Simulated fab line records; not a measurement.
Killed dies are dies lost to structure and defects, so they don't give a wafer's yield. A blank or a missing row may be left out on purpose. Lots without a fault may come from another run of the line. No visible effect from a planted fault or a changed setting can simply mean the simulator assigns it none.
Comparing a struck lot with a sound one | flow ritCmos | 25 out of 202 route steps
Sound: these wafers, L807.1, L807.5, L807.6. The struck wafers were L816.1, L816.5, L816.6. Last of all comes the cause.
For every step that has rows: the tool of each side, followed by ch and its chambers, followed by its first start. Under that, the readings that differ: sound wafers | struck wafers | difference of the means | sigmas: that difference in standard deviations of wafers without a fault.
alike: same words and numbers on both sides, and readings whose means sit less than 2 such deviations apart. not compared: any withheld reading, any reading some wafer has no value for, any bound like >300 that may hide the same value, and any number with overlapping values for which the record gives no deviation.
The two part at a step that has a row with sigmas, a row that says differs or no value, or rows on one side only. When numbers do not overlap yet have no deviation, they are printed without sigmas and do not part them. A reading missing from all wafers of one side parts the sides only when that side holds two or more wafers.

first, 1 step without rows for these wafers: RIT_PRETRO_IMPLANT_08.
RIT_PRETRO_STRIP_09: strips in O2, time 180 s.
  sound on plasmaAsher-02 ch 0,1, day 2 08:00; struck on plasmaAsher-02 ch 0,1, day 4 07:04
  alike: drypumpMotorCurrentA
  not compared: rfHoursCounterH
RIT_PRETRO_TW_MEAS_10:
  sound on filmMetro-03, day 2 08:10; struck on filmMetro-03, day 4 07:14
  alike: PRETRO_TW
then, 5 steps without rows for these wafers: RIT_GATE_WET_ETCH_00 (etches SiO2 in BOE, target depth 56 nm, time 60 s); RIT_GATE_CLEAN_01 (cleans in SC1, time 600 s); RIT_GATE_CLEAN_02 (cleans in dHF, time 30 s); RIT_GATE_CLEAN_03 (cleans in SC2, time 600 s); RIT_GATE_CLEAN_04 (cleans in dHF, time 60 s).
RIT_FOX2_THK_MEAS_91:
  sound on filmMetro-01, day 2 08:40; struck on filmMetro-03, day 4 07:46
  alike: FIELD_OXIDE_LEFT_2_THK
then, 2 steps without rows for these wafers: RIT_GATE_OXIDATION_05 (target thk 3 nm, ox time 270 s); RIT_GATE_ANNEAL_06 (time 600 s).
RIT_GATE_THK_MEAS_07:
  sound on filmMetro-03, day 2 10:23; struck on filmMetro-02, day 4 09:10
  alike: GATE_OXIDE_THK
RIT_GATE_CVD_08: deposits poly-Si from SiH4, target thk 250 nm, time 2220 s.
  sound on lpcvd-01 ch 1, day 2 10:44; struck on lpcvd-02 ch 1, day 4 09:13
reading                                 | sound             | struck            | difference | sigmas
model.poly-Si_of_GATE_CVD_08.thkNm (nm) | 252.9 250.4 250.6 | 312.3 314.6 314.9 | +62.6      | 
RIT_GATE_THK_MEAS_09:
  sound on filmMetro-01, day 2 12:22; struck on filmMetro-01, day 4 10:50
reading            | sound             | struck            | difference | sigmas
GATE_POLY_THK (nm) | 253.2 250.5 250.8 | 312.4 314.7 314.9 | +62.5      | +31
then, 6 steps without rows for these wafers: RIT_GATE_HMDS_10 (prime time 60 s); RIT_GATE_COAT_11 (resist thk 850 nm); RIT_GATE_SOFTBAKE_12 (time 60 s); RIT_GATE_EXPOSE_13 (exposes mask M6, target cd 150 nm); RIT_GATE_PEB_14; RIT_GATE_DEVELOP_15 (develop time 50 s).
RIT_GATE_CD_MEAS_16: the cd target is 150 nm.
  sound on cdSem-02, day 2 13:16; struck on cdSem-01, day 4 11:52
  alike: cdNm
RIT_GATE_OVL_MEAS_17:
  sound on overlay-01, day 2 13:23; struck on overlay-02, day 4 11:59
  alike: GATE_OVL
then, 1 step without rows for these wafers: RIT_GATE_HARDBAKE_18 (time 60 s).
RIT_GATE_ETCH_19: etches poly-Si in SF6/CHF3/O2, stops on SiO2, time 165 s, target depth 312.5 nm.
  sound on rieSi-02 ch 0,1, day 2 13:34; struck on rieSi-01 ch 1,2, day 4 12:11
reading                        | sound             | struck            | difference | sigmas
oesProductAu (a.u.)            | 0.870 0.873 0.837 | 1.000 1.008 0.979 | +0.136     | +10
model.GATE.featureDepthNm (nm) | 252.9 250.4 250.6 | 311.7 314.4 306.5 | +59.6      | 
model.etch.depthNm (nm)        | 252.9 250.4 250.6 | 311.7 314.4 306.5 | +59.6      | 
  alike: drypumpMotorCurrentA, throttleValvePct
  not compared: rfHoursCounterH
RIT_GATE_STRIP_20: strips in O2, time 180 s.
  sound on plasmaAsher-04 ch 0,1, day 2 13:41; struck on plasmaAsher-02 ch 0,1, day 4 12:17
  alike: drypumpMotorCurrentA
  not compared: rfHoursCounterH

## WHERE THEY PART
At RIT_GATE_THK_MEAS_09 first; at RIT_GATE_ETCH_19 last (within this record only). Later steps at which nothing parts them and some readings are alike: RIT_GATE_STRIP_20.

WHY: the cause the simulator had injected
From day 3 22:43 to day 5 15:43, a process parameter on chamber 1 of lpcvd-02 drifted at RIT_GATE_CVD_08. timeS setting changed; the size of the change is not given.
